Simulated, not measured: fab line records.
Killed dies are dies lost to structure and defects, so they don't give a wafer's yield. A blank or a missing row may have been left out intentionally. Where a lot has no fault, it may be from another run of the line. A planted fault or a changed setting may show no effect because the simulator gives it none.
Code-filled problem report in 8D (eight disciplines) form + flow ritCmos + the parts of the form that need people (team, actions taken, sign-off) are left out

## 1. THE ISSUE
REOX_OXIDE_THK at RIT_REOX_THK_MEAS_04 reads a mean of 12.1 nm on 6 wafers of 2 lots; wafers without a fault read 25.1 nm with a standard deviation of 0.39. Measured from the usual mean, that is -33 standard deviations.
The first sign was on wafer L685.3 at day 5 00:44, on filmMetro-04. At this step, 42 wafers from 14 lots have a number in the record. Rule for "out", or "out of limits": more than 4 standard deviations from the usual mean. The rest of the wafers with a number are treated as sound.

## 2. WHAT THIS IS AND IS NOT
| question                    | is                     | is not                                                                                       |
|-----------------------------|------------------------|----------------------------------------------------------------------------------------------|
| which readings at this step | REOX_OXIDE_THK         | -                                                                                            |
| which lots                  | L685, L686             | L674, L675, L676, L677, L679, L680, L681, L687, L690, L691, L694, L695                       |
| which wafers of those lots  | all that have a number | -                                                                                            |
| read on which gauges        | filmMetro-04           | filmMetro-02, filmMetro-03                                                                   |
| when                        | from day 5 00:44       | up to then (21 sound wafers); but 15 sound wafers of L687, L690, L691, L694, L695 came after |

## 3. THE SUSPECTS, EACH WITH WHAT RULES IT OUT
Counting: a tool at any process step up to the reading remains a suspect when it ran all the lots that are out and ran no sound lot after the first of those.
- the gauge at RIT_REOX_THK_MEAS_04 has been ruled out. All the wafers that are out were read on filmMetro-04, but those of them that RIT_REOX_OXIDATION_03 has rows for are out there too, on other tools.
- furnace-02 at RIT_REOX_OXIDATION_03 (target thk 25.2 nm, ox time 5580 s): kept. Every lot that is out went through it, starting with L685 (day 4 22:10), and after that it ran no sound lot; the last sound lot it ran before then is L680 (day 4 00:40). On those wafers its own readings are out: spikeTcCentreC, spikeTcLoadC, spikeTcSourceC, tubeCenterTempC, tube_center_temp_C_max.
Left after counting: furnace-02 at RIT_REOX_OXIDATION_03.

## 4. THE CAUSE (what the simulator had put in)
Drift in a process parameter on furnace-02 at RIT_REOX_OXIDATION_03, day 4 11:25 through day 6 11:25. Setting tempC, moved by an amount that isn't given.
This tool alone remained once counting was done.

## 5. THE CHAIN OF EFFECTS, in route order
Each row: a reading whose mean over the struck wafers that have a number lies more than 3 standard deviations from the usual. Only readings whose record carries a usual standard deviation are examined. hours: median over the lots of the time between each lot's start at the first step of this table that gives one and its start at this step. sigmas: the change, counted in usual standard deviations.
| hours | step                  | reading                | usual   | on struck wafers | change | sigmas      |
|-------|-----------------------|------------------------|---------|------------------|--------|-------------|
| 0     | RIT_REOX_OXIDATION_03 | spikeTcCentreC         | 902.5 C | 836.5            | -66.0  | -55         |
| 0     | RIT_REOX_OXIDATION_03 | spikeTcLoadC           | 928 C   | 864              | -64    | -16         |
| 0     | RIT_REOX_OXIDATION_03 | spikeTcSourceC         | 925.9 C | 857.2            | -68.7  | -33         |
| 0     | RIT_REOX_OXIDATION_03 | tubeCenterTempC        | 900 C   | 834              | -66    | -99 or more |
| 0     | RIT_REOX_OXIDATION_03 | tube_center_temp_C_max | 902.4   | 836.9            | -65.5  | -99 or more |
| 3     | RIT_REOX_THK_MEAS_04  | REOX_OXIDE_THK         | 25.1 nm | 12.1             | -13.0  | -33         |
Its process steps:
- RIT_REOX_OXIDATION_03: target thk 25.2 nm, ox time 5580 s.

## 6. WHAT WOULD HAVE CAUGHT IT SOONER
In this record the first reading out of limits at a measuring or inspecting step was taken at day 5 00:44, 13 hours after the fault began at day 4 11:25.
Tool's own readings at RIT_REOX_OXIDATION_03, spikeTcCentreC, spikeTcLoadC, spikeTcSourceC, tubeCenterTempC, tube_center_temp_C_max: out on all struck wafers the step has rows for; an alarm limit on them would have tripped on the first.
L686, from the lots that are out (2), started RIT_REOX_OXIDATION_03 on furnace-02 later than day 5 00:44. A hold on the tool at that time would have spared it.
